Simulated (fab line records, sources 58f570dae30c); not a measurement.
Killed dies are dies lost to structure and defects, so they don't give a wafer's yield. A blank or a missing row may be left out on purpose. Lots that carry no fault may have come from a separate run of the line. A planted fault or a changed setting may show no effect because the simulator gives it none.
Which tool is to blame? / flow berkeley-cmos170 / 14 lots, 42 wafers sampled, at 7 steps of a route of 331

## WHAT THE GAUGES READ, wafer by wafer
UCB170_M1_RS_MEAS_01: a four-point-probe measurement.
lot=L200; measured=day 7 22:20; on=film-metro-03; M1_AL_RS (ohm/sq)=0.0485 0.0490 0.0481
lot=L204; measured=day 9 01:35; on=film-metro-02; M1_AL_RS (ohm/sq)=0.0489 0.0479 0.0490
lot=L205; measured=day 9 02:28; on=film-metro-03; M1_AL_RS (ohm/sq)=0.0487 0.0781 0.0487
lot=L207; measured=day 9 13:13; on=film-metro-02; M1_AL_RS (ohm/sq)=0.0763 0.0481 0.0485
lot=L213; measured=day 10 22:05; on=film-metro-01; M1_AL_RS (ohm/sq)=0.0491 0.0484 0.0483
lot=L214; measured=day 11 10:11; on=film-metro-02; M1_AL_RS (ohm/sq)=0.0489 0.0493 0.0492
lot=L215; measured=day 11 12:33; on=film-metro-03; M1_AL_RS (ohm/sq)=0.0480 0.0480 0.0488
lot=L217; measured=day 12 01:26; on=film-metro-03; M1_AL_RS (ohm/sq)=0.0488 0.0479 0.0481
lot=L218; measured=day 12 02:34; on=film-metro-03; M1_AL_RS (ohm/sq)=0.0490 0.0483 0.0496
lot=L219; measured=day 12 11:17; on=film-metro-03; M1_AL_RS (ohm/sq)=0.0489 0.0491 0.0487
lot=L220; measured=day 12 22:16; on=film-metro-03; M1_AL_RS (ohm/sq)=0.0495 0.0492 0.0499
lot=L223; measured=day 13 12:41; on=film-metro-01; M1_AL_RS (ohm/sq)=0.0488 0.0492 0.0487
lot=L221; measured=day 13 12:49; on=film-metro-02; M1_AL_RS (ohm/sq)=0.0495 0.0492 0.0488
lot=L222; measured=day 13 13:50; on=film-metro-03; M1_AL_RS (ohm/sq)=0.0490 0.0489 0.0483

UCB170_M1_THK_MEAS_02: measures by xrf.
lot=L200; measured=day 7 22:28; on=film-metro-03; M1_AL_THK (nm)=593 588 597
lot=L204; measured=day 9 01:42; on=film-metro-02; M1_AL_THK (nm)=584 595 581
lot=L205; measured=day 9 02:35; on=film-metro-03; M1_AL_THK (nm)=590 372 588
lot=L207; measured=day 9 13:19; on=film-metro-02; M1_AL_THK (nm)=376 592 586
lot=L213; measured=day 10 22:12; on=film-metro-01; M1_AL_THK (nm)=586 594 596
lot=L214; measured=day 11 10:19; on=film-metro-02; M1_AL_THK (nm)=583 578 581
lot=L215; measured=day 11 12:40; on=film-metro-03; M1_AL_THK (nm)=599 597 590
lot=L217; measured=day 12 01:33; on=film-metro-03; M1_AL_THK (nm)=589 599 597
lot=L218; measured=day 12 02:41; on=film-metro-03; M1_AL_THK (nm)=587 593 578
lot=L219; measured=day 12 11:25; on=film-metro-03; M1_AL_THK (nm)=591 587 593
lot=L220; measured=day 12 22:23; on=film-metro-03; M1_AL_THK (nm)=577 586 575
lot=L223; measured=day 13 12:47; on=film-metro-01; M1_AL_THK (nm)=591 586 592
lot=L221; measured=day 13 12:56; on=film-metro-02; M1_AL_THK (nm)=580 583 585
lot=L222; measured=day 13 13:57; on=film-metro-03; M1_AL_THK (nm)=590 589 598

UCB170_V1_CD_MEAS_12: the cd target is 700 nm.
lot=L200; measured=day 8 05:29; on=cd-sem-02; cd-nm (nm)=697.9 697.8 698.7
lot=L204; measured=day 9 06:25; on=cd-sem-02; cd-nm (nm)=698.9 697.1 698.9
lot=L205; measured=day 9 07:37; on=cd-sem-01; cd-nm (nm)=700.8 700.5 700.7
lot=L207; measured=day 9 20:03; on=cd-sem-01; cd-nm (nm)=700.4 699.1 700.0
lot=L213; measured=day 11 02:47; on=cd-sem-01; cd-nm (nm)=700.0 700.7 700.6
lot=L214; measured=day 11 14:50; on=cd-sem-02; cd-nm (nm)=699.6 699.5 701.0
lot=L215; measured=day 11 18:27; on=cd-sem-02; cd-nm (nm)=698.7 699.3 698.8
lot=L217; measured=day 12 09:46; on=cd-sem-01; cd-nm (nm)=699.6 700.7 701.8
lot=L218; measured=day 12 09:57; on=cd-sem-02; cd-nm (nm)=701.5 702.6 700.9
lot=L219; measured=day 12 16:59; on=cd-sem-01; cd-nm (nm)=700.2 700.9 700.1
lot=L220; measured=day 13 03:39; on=cd-sem-02; cd-nm (nm)=701.1 701.9 700.0
lot=L223; measured=day 13 18:14; on=cd-sem-01; cd-nm (nm)=701.0 699.6 700.2
lot=L221; measured=day 13 19:51; on=cd-sem-01; cd-nm (nm)=699.6 700.8 701.2
lot=L222; measured=day 13 20:47; on=cd-sem-01; cd-nm (nm)=699.0 699.0 699.2

## WHAT TOOL EACH LOT RAN ON (gives the tool, then ch and the chambers of the sampled wafers, and finally the start)
lot=L200; UCB170_SDANNEAL_RTA_00=rtp-anneal-02 ch 0, day 7 15:25; UCB170_CONTACT_RTA_08=rtp-anneal-02 ch 0, day 7 19:58; UCB170_M1_SPUTTER_00=pvd-sputter-04, day 7 22:17; UCB170_M1_METAL_ETCH_12=rie-metal-04 ch 0,1, day 7 23:56
lot=L204; UCB170_SDANNEAL_RTA_00=rtp-anneal-01 ch 0, day 8 19:47; UCB170_CONTACT_RTA_08=rtp-anneal-01 ch 0, day 8 23:45; UCB170_M1_SPUTTER_00=pvd-sputter-02, day 9 01:31; UCB170_M1_METAL_ETCH_12=rie-metal-01 ch 0,1, day 9 02:52
lot=L205; UCB170_SDANNEAL_RTA_00=rtp-anneal-02 ch 0, day 8 19:59; UCB170_CONTACT_RTA_08=rtp-anneal-02 ch 0, day 9 00:46; UCB170_M1_SPUTTER_00=pvd-sputter-04, day 9 02:23; UCB170_M1_METAL_ETCH_12=rie-metal-03 ch 1, day 9 03:50
lot=L207; UCB170_SDANNEAL_RTA_00=rtp-anneal-02 ch 0, day 9 07:40; UCB170_CONTACT_RTA_08=rtp-anneal-02 ch 0, day 9 11:23; UCB170_M1_SPUTTER_00=pvd-sputter-04, day 9 13:07; UCB170_M1_METAL_ETCH_12=rie-metal-01 ch 0,1, day 9 14:34
lot=L213; UCB170_SDANNEAL_RTA_00=rtp-anneal-02 ch 0, day 10 15:14; UCB170_CONTACT_RTA_08=rtp-anneal-02 ch 0, day 10 20:23; UCB170_M1_SPUTTER_00=pvd-sputter-03, day 10 22:01; UCB170_M1_METAL_ETCH_12=rie-metal-01 ch 0,1, day 10 23:18
lot=L214; UCB170_SDANNEAL_RTA_00=rtp-anneal-02 ch 0, day 11 03:53; UCB170_CONTACT_RTA_08=rtp-anneal-02 ch 0, day 11 08:29; UCB170_M1_SPUTTER_00=pvd-sputter-03, day 11 10:08; UCB170_M1_METAL_ETCH_12=rie-metal-01 ch 0,1, day 11 11:25
lot=L215; UCB170_SDANNEAL_RTA_00=rtp-anneal-02 ch 0, day 11 04:01; UCB170_CONTACT_RTA_08=rtp-anneal-02 ch 0, day 11 10:38; UCB170_M1_SPUTTER_00=pvd-sputter-02, day 11 12:28; UCB170_M1_METAL_ETCH_12=rie-metal-04 ch 0,1, day 11 14:00
lot=L217; UCB170_SDANNEAL_RTA_00=rtp-anneal-01 ch 0, day 11 19:34; UCB170_CONTACT_RTA_08=rtp-anneal-01 ch 0, day 11 23:37; UCB170_M1_SPUTTER_00=pvd-sputter-02, day 12 01:22; UCB170_M1_METAL_ETCH_12=rie-metal-01 ch 0,1, day 12 02:47
lot=L218; UCB170_SDANNEAL_RTA_00=rtp-anneal-02 ch 0, day 11 20:01; UCB170_CONTACT_RTA_08=rtp-anneal-02 ch 0, day 12 00:34; UCB170_M1_SPUTTER_00=pvd-sputter-03, day 12 02:31; UCB170_M1_METAL_ETCH_12=rie-metal-04 ch 0,1, day 12 03:47
lot=L219; UCB170_SDANNEAL_RTA_00=rtp-anneal-01 ch 0, day 12 02:37; UCB170_CONTACT_RTA_08=rtp-anneal-01 ch 0, day 12 08:59; UCB170_M1_SPUTTER_00=pvd-sputter-02, day 12 11:14; UCB170_M1_METAL_ETCH_12=rie-metal-03 ch 1, day 12 12:38
lot=L220; UCB170_SDANNEAL_RTA_00=rtp-anneal-02 ch 0, day 12 15:44; UCB170_CONTACT_RTA_08=rtp-anneal-02 ch 0, day 12 20:27; UCB170_M1_SPUTTER_00=pvd-sputter-02, day 12 22:13; UCB170_M1_METAL_ETCH_12=rie-metal-04 ch 1, day 12 23:29
lot=L223; UCB170_SDANNEAL_RTA_00=rtp-anneal-01 ch 0, day 13 05:08; UCB170_CONTACT_RTA_08=rtp-anneal-02 ch 0, day 13 09:23; UCB170_M1_SPUTTER_00=pvd-sputter-02, day 13 12:35; UCB170_M1_METAL_ETCH_12=rie-metal-01 ch 0,1, day 13 14:40
lot=L221; UCB170_SDANNEAL_RTA_00=rtp-anneal-02 ch 0, day 13 05:19; UCB170_CONTACT_RTA_08=rtp-anneal-01 ch 0, day 13 09:22; UCB170_M1_SPUTTER_00=pvd-sputter-04, day 13 12:46; UCB170_M1_METAL_ETCH_12=rie-metal-03 ch 0,1, day 13 15:05
lot=L222; UCB170_SDANNEAL_RTA_00=rtp-anneal-01 ch 0, day 13 05:51; UCB170_CONTACT_RTA_08=rtp-anneal-02 ch 0, day 13 11:09; UCB170_M1_SPUTTER_00=pvd-sputter-03, day 13 13:46; UCB170_M1_METAL_ETCH_12=rie-metal-04 ch 1, day 13 15:25
- UCB170_SDANNEAL_RTA_00: time 10 s.
- UCB170_CONTACT_RTA_08: time 10 s.
- UCB170_M1_SPUTTER_00: material Al, target thk 600 nm, time 80 s.
- UCB170_M1_METAL_ETCH_12: etches Al in Cl2/BCl3, stops on PSG, target depth 780 nm, time 130 s.

## AS READ BY THE TOOLS THEMSELVES (means over the sampled wafers that have a number; for cases with no such wafer, the mark the record gives instead)
UCB170_SDANNEAL_RTA_00.
lot=L200; tool=rtp-anneal-02; lamp-power-pct (%)=27.54; wafer_temp_C_max=906.5
lot=L204; tool=rtp-anneal-01; lamp-power-pct (%)=27.48; wafer_temp_C_max=904.4
lot=L205; tool=rtp-anneal-02; lamp-power-pct (%)=27.54; wafer_temp_C_max=907.3
lot=L207; tool=rtp-anneal-02; lamp-power-pct (%)=27.59; wafer_temp_C_max=905.3
lot=L213; tool=rtp-anneal-02; lamp-power-pct (%)=27.55; wafer_temp_C_max=906.7
lot=L214; tool=rtp-anneal-02; lamp-power-pct (%)=27.55; wafer_temp_C_max=905.7
lot=L215; tool=rtp-anneal-02; lamp-power-pct (%)=27.61; wafer_temp_C_max=904.7
lot=L217; tool=rtp-anneal-01; lamp-power-pct (%)=27.47; wafer_temp_C_max=904.2
lot=L218; tool=rtp-anneal-02; lamp-power-pct (%)=27.57; wafer_temp_C_max=905.4
lot=L219; tool=rtp-anneal-01; lamp-power-pct (%)=27.49; wafer_temp_C_max=905.9
lot=L220; tool=rtp-anneal-02; lamp-power-pct (%)=27.57; wafer_temp_C_max=906.1
lot=L223; tool=rtp-anneal-01; lamp-power-pct (%)=27.50; wafer_temp_C_max=904.5
lot=L221; tool=rtp-anneal-02; lamp-power-pct (%)=27.59; wafer_temp_C_max=904.8
lot=L222; tool=rtp-anneal-01; lamp-power-pct (%)=27.50; wafer_temp_C_max=904.5

UCB170_CONTACT_RTA_08.
lot=L200; tool=rtp-anneal-02; lamp-power-pct (%)=27.55; wafer_temp_C_max=905.8
lot=L204; tool=rtp-anneal-01; lamp-power-pct (%)=27.49; wafer_temp_C_max=904.3
lot=L205; tool=rtp-anneal-02; lamp-power-pct (%)=27.57; wafer_temp_C_max=906.1
lot=L207; tool=rtp-anneal-02; lamp-power-pct (%)=27.55; wafer_temp_C_max=906.9
lot=L213; tool=rtp-anneal-02; lamp-power-pct (%)=27.55; wafer_temp_C_max=905.8
lot=L214; tool=rtp-anneal-02; lamp-power-pct (%)=27.56; wafer_temp_C_max=905.5
lot=L215; tool=rtp-anneal-02; lamp-power-pct (%)=27.58; wafer_temp_C_max=907.0
lot=L217; tool=rtp-anneal-01; lamp-power-pct (%)=27.48; wafer_temp_C_max=904.7
lot=L218; tool=rtp-anneal-02; lamp-power-pct (%)=27.58; wafer_temp_C_max=906.5
lot=L219; tool=rtp-anneal-01; lamp-power-pct (%)=27.48; wafer_temp_C_max=904.5
lot=L220; tool=rtp-anneal-02; lamp-power-pct (%)=27.58; wafer_temp_C_max=905.0
lot=L223; tool=rtp-anneal-02; lamp-power-pct (%)=27.57; wafer_temp_C_max=906.1
lot=L221; tool=rtp-anneal-01; lamp-power-pct (%)=27.47; wafer_temp_C_max=905.5
lot=L222; tool=rtp-anneal-02; lamp-power-pct (%)=27.58; wafer_temp_C_max=905.9

UCB170_M1_SPUTTER_00.
lot=L200; tool=pvd-sputter-04; chamber-pressure-pa (Pa)=0.4989; throttle-valve-pct (%)=28.7
lot=L204; tool=pvd-sputter-02; chamber-pressure-pa (Pa)=0.5000; throttle-valve-pct (%)=30.3
lot=L205; tool=pvd-sputter-04; chamber-pressure-pa (Pa)=0.4988; throttle-valve-pct (%)=29.6
lot=L207; tool=pvd-sputter-04; chamber-pressure-pa (Pa)=0.5013; throttle-valve-pct (%)=29.8
lot=L213; tool=pvd-sputter-03; chamber-pressure-pa (Pa)=0.4995; throttle-valve-pct (%)=29.2
lot=L214; tool=pvd-sputter-03; chamber-pressure-pa (Pa)=0.5006; throttle-valve-pct (%)=29.3
lot=L215; tool=pvd-sputter-02; chamber-pressure-pa (Pa)=0.4987; throttle-valve-pct (%)=30.8
lot=L217; tool=pvd-sputter-02; chamber-pressure-pa (Pa)=0.5006; throttle-valve-pct (%)=30.2
lot=L218; tool=pvd-sputter-03; chamber-pressure-pa (Pa)=0.5008; throttle-valve-pct (%)=29.1
lot=L219; tool=pvd-sputter-02; chamber-pressure-pa (Pa)=0.5004; throttle-valve-pct (%)=30.8
lot=L220; tool=pvd-sputter-02; chamber-pressure-pa (Pa)=0.4999; throttle-valve-pct (%)=30.1
lot=L223; tool=pvd-sputter-02; chamber-pressure-pa (Pa)=0.4992; throttle-valve-pct (%)=30.5
lot=L221; tool=pvd-sputter-04; chamber-pressure-pa (Pa)=0.4999; throttle-valve-pct (%)=29.4
lot=L222; tool=pvd-sputter-03; chamber-pressure-pa (Pa)=0.5001; throttle-valve-pct (%)=29.2

UCB170_M1_METAL_ETCH_12.
lot=L200; tool=rie-metal-04; drypump-motor-current-A (A)=6.0; oes-product-au (a.u.)=0.860; throttle-valve-pct (%)=24.16
lot=L204; tool=rie-metal-01; drypump-motor-current-A (A)=6.1; oes-product-au (a.u.)=0.857; throttle-valve-pct (%)=24.26
lot=L205; tool=rie-metal-03; drypump-motor-current-A (A)=6.7; oes-product-au (a.u.)=0.783; throttle-valve-pct (%)=24.42
lot=L207; tool=rie-metal-01; drypump-motor-current-A (A)=6.0; oes-product-au (a.u.)=0.808; throttle-valve-pct (%)=24.47
lot=L213; tool=rie-metal-01; drypump-motor-current-A (A)=6.0; oes-product-au (a.u.)=0.866; throttle-valve-pct (%)=24.45
lot=L214; tool=rie-metal-01; drypump-motor-current-A (A)=6.1; oes-product-au (a.u.)=0.851; throttle-valve-pct (%)=24.26
lot=L215; tool=rie-metal-04; drypump-motor-current-A (A)=6.0; oes-product-au (a.u.)=0.860; throttle-valve-pct (%)=24.15
lot=L217; tool=rie-metal-01; drypump-motor-current-A (A)=6.0; oes-product-au (a.u.)=0.868; throttle-valve-pct (%)=24.46
lot=L218; tool=rie-metal-04; drypump-motor-current-A (A)=6.0; oes-product-au (a.u.)=0.856; throttle-valve-pct (%)=24.14
lot=L219; tool=rie-metal-03; drypump-motor-current-A (A)=6.7; oes-product-au (a.u.)=0.839; throttle-valve-pct (%)=24.40
lot=L220; tool=rie-metal-04; drypump-motor-current-A (A)=5.9; oes-product-au (a.u.)=0.852; throttle-valve-pct (%)=24.15
lot=L223; tool=rie-metal-01; drypump-motor-current-A (A)=6.1; oes-product-au (a.u.)=0.853; throttle-valve-pct (%)=24.26
lot=L221; tool=rie-metal-03; drypump-motor-current-A (A)=6.7; oes-product-au (a.u.)=0.847; throttle-valve-pct (%)=24.39
lot=L222; tool=rie-metal-04; drypump-motor-current-A (A)=6.0; oes-product-au (a.u.)=0.852; throttle-valve-pct (%)=24.15

## THE ANSWER, worked out from the rows above alone
Rule: usual is defined by the lots themselves. Put in order of their means at a reading, lots are off if they are a third of the lots or fewer, leave a main group of 4 or more, and stand apart from it by a gap of 3 or more times the standard deviation of the main group's means; of several such gaps the widest counts. Not used: any main group whose means are identical at the precision the tables above print for the reading. Also off: a lot with no number at a reading for which 4 or more lots have one. The other lots that the step has rows for count as sound. Order of review: gauges by route order, followed by the tools' own readings, for which a lot's mean as printed above is used. The first step at which some lot is off is used, and at that step the reading that is off furthest; a lot without a number counts as furthest.
Off: L205, L207, seen at UCB170_M1_RS_MEAS_01 (M1_AL_RS). The main group has a mean of 0.0488 ohm/sq with a standard deviation of 0.00036.
If a tool, at a process step before that reading, ran all the lots that are off and no sound lot after the first of them, it fits. Not tried: the gauges at UCB170_M1_RS_MEAS_01; whatever is off there is also off at UCB170_M1_METAL_ETCH_12, on other tools, and gauge error can't account for it. Not one of the candidates tried fits.

## WHAT THE SIMULATOR HAD INSERTED
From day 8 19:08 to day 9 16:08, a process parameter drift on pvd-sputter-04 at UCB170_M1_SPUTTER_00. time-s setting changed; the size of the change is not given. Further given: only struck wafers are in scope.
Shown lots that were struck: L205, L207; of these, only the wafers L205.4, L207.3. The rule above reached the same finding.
